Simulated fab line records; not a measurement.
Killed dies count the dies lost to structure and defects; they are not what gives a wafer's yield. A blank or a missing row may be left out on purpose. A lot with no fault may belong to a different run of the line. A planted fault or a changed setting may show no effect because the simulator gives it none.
fab line records | flow berkeley_cmos170
[record] lots = 5 | wafers = 15 | last_day = 10
route steps=331 shown PLDD@149 NLDD@158
lots that met no fault: from a run of the same line without faults
start_h: the number of hours between the record's first day and the start of the first shown wafer of the lot | wait_h: hours since the lot's step before | " repeats the value in the row above | L1.1+2: several wafers, shown together as one row | - no value, or no start was given | * or withheld: withheld | < > ~ a bound
route shown NAME@n: names a module that has steps shown in the file, with the first one's number in the route | usual: mean and standard deviation over wafers with no fault | same: alike in all rows | chamber/n: place in a boat | sites: each site's reading | _std_site: standard deviation of those values | _edge_site: inner sites' mean taken away from outer sites' mean | radius_mm: how far each site lies from the wafer's centre | mask NAME#n: copy n | behind: the last tool/chamber to shape the wafer | hold: reason for holding the lot/hours on hold/outcome of the hold | device: transistor that didn't switch, given as n, p or np | end of line: tests run on the same wafers once the route is complete | for a step that has no rows: nothing shown but its recipe | killed: dies that structure and defects cost at the first sort, which is not the same as the wafer's yield | map: a wafer's dies, marking killed ones x, the rest . and places with no die _
set.NAME: the setting that was run; set.NAME@STEP: the one run at that earlier step | model.NAME: the simulator's own value behind a step, which no gauge read
a table for each step, a row for each wafer; lots at some steps of the route
services: a tool's chamber out of use, with start hour (start_h, from the record's first day; less than 0 if before it), hours out, and reason
[[steps]]
[step UCB170_PLDD_PEB_04]
[recipe] peb_temp_c = 130 | peb_time_s = withheld | resist = KrF
[step UCB170_PLDD_DEVELOP_05]
[recipe] developer = TMAH | develop_time_s = 45 | resist = KrF | dev_temp_c = 21
[step UCB170_PLDD_CD_MEAS_06]
[recipe] target_cd_nm = 1200
[usual] cd_nm = 1200.3/1.3
lot.wafer | tool      | chamber | start_h | wait_h | cd_nm
L301.2    | cd_sem-02 | -       | 151.52  | -      | 1198.9
L301.5    | "         | -       | "       | "      | 1199.4
L301.6    | "         | -       | "       | "      | 1200.6
L302.1    | cd_sem-01 | -       | 151.78  | -      | 1200.7
L302.2    | "         | -       | "       | "      | 1199.9
L302.4    | "         | -       | "       | "      | 1200.3
L310.1    | cd_sem-01 | -       | 189.98  | -      | 1199.3
L310.2    | "         | -       | "       | "      | 1201.6
L310.4    | "         | -       | "       | "      | 1199.8
L309.1    | cd_sem-01 | -       | 190.22  | -      | 1201.5
L309.3    | "         | -       | "       | "      | 1201.2
L309.6    | "         | -       | "       | "      | 1202.0
L311.2    | cd_sem-02 | -       | 195.17  | -      | 1200.3
L311.3    | "         | -       | "       | "      | 1200.4
L311.4    | "         | -       | "       | "      | 1200.8
[step UCB170_PLDD_OVL_MEAS_07]
[usual] PLDD_OVL = 2/6.2
lot.wafer | tool       | chamber | start_h | wait_h | PLDD_OVL[nm]
L301.2    | overlay-02 | -       | 151.63  | 0.1    | 9
L301.5    | "          | -       | "       | "      | 9
L301.6    | "          | -       | "       | "      | 3
L302.1    | overlay-02 | -       | 151.90  | 0.1    | -4
L302.2    | "          | -       | "       | "      | 0
L302.4    | "          | -       | "       | "      | 2
L310.1    | overlay-01 | -       | 190.10  | 0.1    | 10
L310.2    | "          | -       | "       | "      | 6
L310.4    | "          | -       | "       | "      | 10
L309.1    | overlay-01 | -       | 190.34  | 0.1    | 4
L309.3    | "          | -       | "       | "      | 1
L309.6    | "          | -       | "       | "      | 5
L311.2    | overlay-02 | -       | 195.27  | 0.1    | -10
L311.3    | "          | -       | "       | "      | 2
L311.4    | "          | -       | "       | "      | -4
[step UCB170_PLDD_IMPLANT_08]
[recipe] species = BF2 | dose_cm2 = 5e+13 | energy_kev = 10 | tilt_deg = 7 | rotation_deg = 0
[step UCB170_PLDD_IMPLANT_09]
[recipe] species = BF2 | dose_cm2 = 5e+13 | energy_kev = 10 | tilt_deg = 7 | rotation_deg = 180
[step UCB170_PLDD_STRIP_10]
[recipe] chemistry = O2 | power_w = 400 | pressure_mtorr = 3500 | platen_temp_c = withheld | o2_flow_sccm = 400 | overash_fraction = 0.5
[usual] drypump_motor_current_A = 5.8/0.54 | oes_product_au = 0.734/0.0047 | strip_time_to_endpoint_s = 21.67/0.076
lot.wafer | tool            | chamber | start_h | wait_h | drypump_motor_current_A | oes_product_au | rf_hours_counter_h | strip_time_to_endpoint_s
L301.2    | plasma_asher-03 | 0       | 151.96  | 0.1    | 5.2                     | 0.729          | 36                 | 21.65
L301.5    | "               | 0       | "       | "      | 5.2                     | 0.736          | -                  | 21.73
L301.6    | "               | 1       | "       | "      | 5.6                     | 0.743          | -                  | 21.74
L302.1    | plasma_asher-01 | 0       | 152.23  | 0.1    | 5.4                     | 0.744          | 46                 | 21.69
L302.2    | "               | 1       | "       | "      | 6.8                     | 0.727          | 46                 | 21.66
L302.4    | "               | 1       | "       | "      | 6.8                     | 0.739          | -                  | 21.66
L310.1    | plasma_asher-02 | 1       | 190.44  | 0.1    | 5.9                     | 0.736          | 49                 | 21.57
L310.2    | "               | 0       | "       | "      | 6.2                     | 0.734          | 49                 | 21.59
L310.4    | "               | 0       | "       | "      | 6.2                     | 0.733          | -                  | 21.52
L309.1    | plasma_asher-03 | 1       | 190.68  | 0.1    | 5.6                     | 0.731          | 40                 | 21.49
L309.3    | "               | 0       | "       | "      | 5.2                     | 0.735          | -                  | 21.51
L309.6    | "               | 1       | "       | "      | 5.6                     | 0.741          | -                  | 21.54
L311.2    | plasma_asher-03 | 1       | 195.60  | 0.1    | 5.6                     | 0.733          | 41                 | 21.74
L311.3    | "               | 1       | "       | "      | 5.6                     | 0.738          | -                  | 21.65
L311.4    | "               | 0       | "       | "      | 5.2                     | 0.731          | -                  | 21.70
[step UCB170_PLDD_TW_MEAS_11]
[usual] PLDD_TW = 1007/5.4
lot.wafer | tool          | chamber | start_h | wait_h | PLDD_TW
L301.2    | film_metro-03 | -       | 152.07  | 0.1    | 1005
L301.5    | "             | -       | "       | "      | 1004
L301.6    | "             | -       | "       | "      | 1002
L302.1    | film_metro-02 | -       | 152.33  | 0.1    | 1010
L302.2    | "             | -       | "       | "      | 1002
L302.4    | "             | -       | "       | "      | 1012
L310.1    | film_metro-03 | -       | 190.54  | 0.1    | 999
L310.2    | "             | -       | "       | "      | 1002
L310.4    | "             | -       | "       | "      | 1000
L309.1    | film_metro-01 | -       | 190.78  | 0.1    | 1009
L309.3    | "             | -       | "       | "      | 1010
L309.6    | "             | -       | "       | "      | 1007
L311.2    | film_metro-01 | -       | 195.71  | 0.1    | 1019
L311.3    | "             | -       | "       | "      | 1021
L311.4    | "             | -       | "       | "      | 1016
[step UCB170_PLDD_CLEAN_12]
[recipe] chemistry = SPM | temp_c = 120 | time_s = 600
[step UCB170_NLDD_HMDS_00]
[recipe] prime_time_s = 60 | prime_temp_c = 100
[step UCB170_NLDD_COAT_01]
[recipe] resist = KrF | spin_rpm = 1500 | resist_thk_nm = 900
[step UCB170_NLDD_SOFTBAKE_02]
[recipe] resist = KrF | temp_c = 130 | time_s = 60
[step UCB170_NLDD_EXPOSE_03]
[recipe] mask_id = NSELECT | na = 0.5 | sigma_outer = 0.6 | source_shape = conventional | target_cd_nm = 1200 | dose_mj = 30
[usual] exposure_dose_mJ_cm2 = 30.06/0.099 | stage_vel_mm_s = 500.03/0.26
lot.wafer | tool           | chamber | start_h | wait_h | mask      | exposure_dose_mJ_cm2 | stage_vel_mm_s
L301.2    | krf_scanner-02 | 0       | 152.76  | 0.1    | NSELECT#0 | 30.01                | 500.25
L301.5    | "              | 0       | "       | "      | NSELECT#0 | 30.01                | 499.82
L301.6    | "              | 0       | "       | "      | NSELECT#0 | 30.00                | 499.84
L302.1    | krf_scanner-02 | 0       | 153.25  | 0.4    | NSELECT#0 | 30.05                | 500.30
L302.2    | "              | 0       | "       | "      | NSELECT#0 | 30.06                | 500.16
L302.4    | "              | 0       | "       | "      | NSELECT#0 | 30.04                | 500.28
L310.1    | krf_scanner-02 | 0       | 191.78  | 0.2    | PSELECT#0 | 29.96                | 499.94
L310.2    | "              | 0       | "       | "      | PSELECT#0 | 29.98                | 500.33
L310.4    | "              | 0       | "       | "      | PSELECT#0 | 29.97                | 500.26
L309.1    | krf_scanner-01 | 0       | 192.11  | 0.2    | NSELECT#0 | 30.23                | 500.20
L309.3    | "              | 0       | "       | "      | NSELECT#0 | 30.22                | 500.03
L309.6    | "              | 0       | "       | "      | NSELECT#0 | 30.20                | 500.05
L311.2    | krf_scanner-02 | 0       | 197.27  | 0.4    | NSELECT#0 | 30.04                | 499.68
L311.3    | "              | 0       | "       | "      | NSELECT#0 | 30.08                | 499.72
L311.4    | "              | 0       | "       | "      | NSELECT#0 | 29.97                | 499.92
[step UCB170_NLDD_PEB_04]
[recipe] peb_temp_c = 130 | peb_time_s = withheld | resist = KrF
[step UCB170_NLDD_DEVELOP_05]
[recipe] developer = TMAH | develop_time_s = 45 | resist = KrF | dev_temp_c = 21
[step UCB170_NLDD_CD_MEAS_06]
[recipe] target_cd_nm = 1200
[usual] cd_nm = 1200.0/1.2
lot.wafer | tool      | chamber | start_h | wait_h | cd_nm
L301.2    | cd_sem-02 | -       | 153.17  | -      | 1199.4
L301.5    | "         | -       | "       | "      | 1199.1
L301.6    | "         | -       | "       | "      | 1197.8
L302.1    | cd_sem-02 | -       | 153.64  | -      | 1202.9
L302.2    | "         | -       | "       | "      | 1202.5
L302.4    | "         | -       | "       | "      | 1201.9
L310.1    | cd_sem-01 | -       | 192.95  | -      | -
L310.2    | "         | -       | "       | "      | -
L310.4    | "         | -       | "       | "      | -
L309.1    | cd_sem-02 | -       | 193.06  | -      | 1198.7
L309.3    | "         | -       | "       | "      | 1197.5
L309.6    | "         | -       | "       | "      | 1198.4
L311.2    | cd_sem-01 | -       | 197.70  | -      | 1199.5
L311.3    | "         | -       | "       | "      | 1201.5
L311.4    | "         | -       | "       | "      | 1200.3
[step UCB170_NLDD_OVL_MEAS_07]
[usual] NLDD_OVL = 1/4.4
lot.wafer | tool       | chamber | start_h | wait_h | NLDD_OVL[nm]
L301.2    | overlay-02 | -       | 153.28  | 0.1    | 7
L301.5    | "          | -       | "       | "      | 4
L301.6    | "          | -       | "       | "      | 0
L302.1    | overlay-02 | -       | 153.76  | 0.1    | -6
L302.2    | "          | -       | "       | "      | -2
L302.4    | "          | -       | "       | "      | -4
L310.1    | overlay-02 | -       | 193.09  | 0.1    | -
L310.2    | "          | -       | "       | "      | -
L310.4    | "          | -       | "       | "      | -
L309.1    | overlay-02 | -       | 193.18  | 0.1    | -6
L309.3    | "          | -       | "       | "      | 2
L309.6    | "          | -       | "       | "      | 1
L311.2    | overlay-01 | -       | 197.80  | 0.1    | -1
L311.3    | "          | -       | "       | "      | 2
L311.4    | "          | -       | "       | "      | 4
[step UCB170_NLDD_IMPLANT_08]
[recipe] species = As | dose_cm2 = 5e+13 | energy_kev = 30 | tilt_deg = 7 | rotation_deg = 0
[step UCB170_NLDD_IMPLANT_09]
[recipe] species = As | dose_cm2 = 5e+13 | energy_kev = 30 | tilt_deg = 7 | rotation_deg = 180
[step UCB170_NLDD_STRIP_10]
[recipe] chemistry = O2 | power_w = 400 | pressure_mtorr = 3500 | platen_temp_c = withheld | o2_flow_sccm = 400 | overash_fraction = 0.5
[usual] drypump_motor_current_A = 5.8/0.62 | oes_product_au = 0.735/0.0046 | strip_time_to_endpoint_s = 21.62/0.068
lot.wafer | tool            | chamber | start_h | wait_h | drypump_motor_current_A | oes_product_au | rf_hours_counter_h | strip_time_to_endpoint_s
L301.2    | plasma_asher-01 | 0       | 153.61  | 0.1    | 5.4                     | 0.733          | 46                 | 21.63
L301.5    | "               | 0       | "       | "      | 5.4                     | 0.732          | -                  | 21.60
L301.6    | "               | 1       | "       | "      | 6.8                     | 0.735          | -                  | 21.64
L302.1    | plasma_asher-04 | 1       | 154.09  | 0.1    | 6.5                     | 0.744          | 3                  | 21.65
L302.2    | "               | 0       | "       | "      | 5.5                     | 0.735          | 3                  | 21.58
L302.4    | "               | 1       | "       | "      | 6.5                     | 0.734          | -                  | 21.65
L310.1    | plasma_asher-01 | 1       | 193.43  | 0.1    | 6.8                     | 0.732          | 50                 | 21.53
L310.2    | "               | 0       | "       | "      | 5.4                     | 0.739          | 50                 | 21.50
L310.4    | "               | 1       | "       | "      | 6.8                     | 0.732          | -                  | 21.55
L309.1    | plasma_asher-04 | 1       | 193.51  | 0.1    | 6.5                     | 0.736          | 7                  | 21.61
L309.3    | "               | 1       | "       | "      | 6.5                     | 0.730          | -                  | 21.66
L309.6    | "               | 1       | "       | "      | 6.5                     | 0.739          | -                  | 21.76
L311.2    | plasma_asher-04 | 1       | 198.13  | 0.1    | 6.5                     | 0.732          | 8                  | 21.59
L311.3    | "               | 0       | "       | "      | 5.4                     | 0.735          | -                  | 21.53
L311.4    | "               | 1       | "       | "      | 6.5                     | 0.735          | -                  | 21.49
[step UCB170_NLDD_TW_MEAS_11]
[usual] NLDD_TW = 2208/11
lot.wafer | tool          | chamber | start_h | wait_h | NLDD_TW
L301.2    | film_metro-01 | -       | 153.72  | 0.1    | 2205
L301.5    | "             | -       | "       | "      | 2218
L301.6    | "             | -       | "       | "      | 2196
L302.1    | film_metro-01 | -       | 154.19  | 0.1    | 2206
L302.2    | "             | -       | "       | "      | 2207
L302.4    | "             | -       | "       | "      | 2219
L310.1    | film_metro-03 | -       | 193.55  | 0.1    | 30
L310.2    | "             | -       | "       | "      | 30
L310.4    | "             | -       | "       | "      | 30
L309.1    | film_metro-02 | -       | 193.61  | 0.1    | 2212
L309.3    | "             | -       | "       | "      | 2203
L309.6    | "             | -       | "       | "      | 2206
L311.2    | film_metro-03 | -       | 198.24  | 0.1    | 2209
L311.3    | "             | -       | "       | "      | 2197
L311.4    | "             | -       | "       | "      | 2207
[step UCB170_NLDD_CLEAN_12]
[recipe] chemistry = SPM | temp_c = 120 | time_s = 600
[[services]]
tool           | chamber | start_h | hours | kind
krf_scanner-02 | -       | 134.80  | 1.3   | pm
krf_scanner-01 | -       | 150.41  | 1.3   | pm
krf_scanner-02 | -       | 155.22  | 0.8   | pm
krf_scanner-01 | -       | 156.72  | 1.0   | pm
krf_scanner-01 | -       | 190.31  | -     | calibration
krf_scanner-02 | -       | 195.84  | 1.0   | pm
krf_scanner-02 | 0       | 196.37  | -     | calibration
[[key]]
[first_sign] step = UCB170_NLDD_EXPOSE_03 | reading = mask | direction = changed
[effect] step = UCB170_NLDD_CD_MEAS_06 | reading = cd_nm | direction = missing
[effect] step = UCB170_NLDD_OVL_MEAS_07 | reading = NLDD_OVL | direction = missing
[effect] step = UCB170_NLDD_TW_MEAS_11 | reading = NLDD_TW | direction = down | sigmas = 99+ | usual = 2208 | struck = 30
met_at UCB170_NLDD_EXPOSE_03
struck_wafers L310.1,L310.2,L310.4
sort_left_out L310.1,L310.2,L310.4
tester_left_out L310
onset_between 153.25 191.78
[fault] kind = wrong_mask | tool = any | chamber = - | onset_h = 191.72 | steps = UCB170_NLDD_EXPOSE_03 | aux_copy = PSELECT#0 | scope = struck_lots_only
// tester_left_out: of these lots the tester's yield and bins aren't shown, on N5 and GAA mostly nor the transistor test; their killed dies are dies lost to structure and defects alone, not to doping, threshold or leakage, so they don't give the yield
// sort_left_out: the simulated sort isn't trusted on such a fault, so these wafers' sort isn't shown, and their yield isn't known
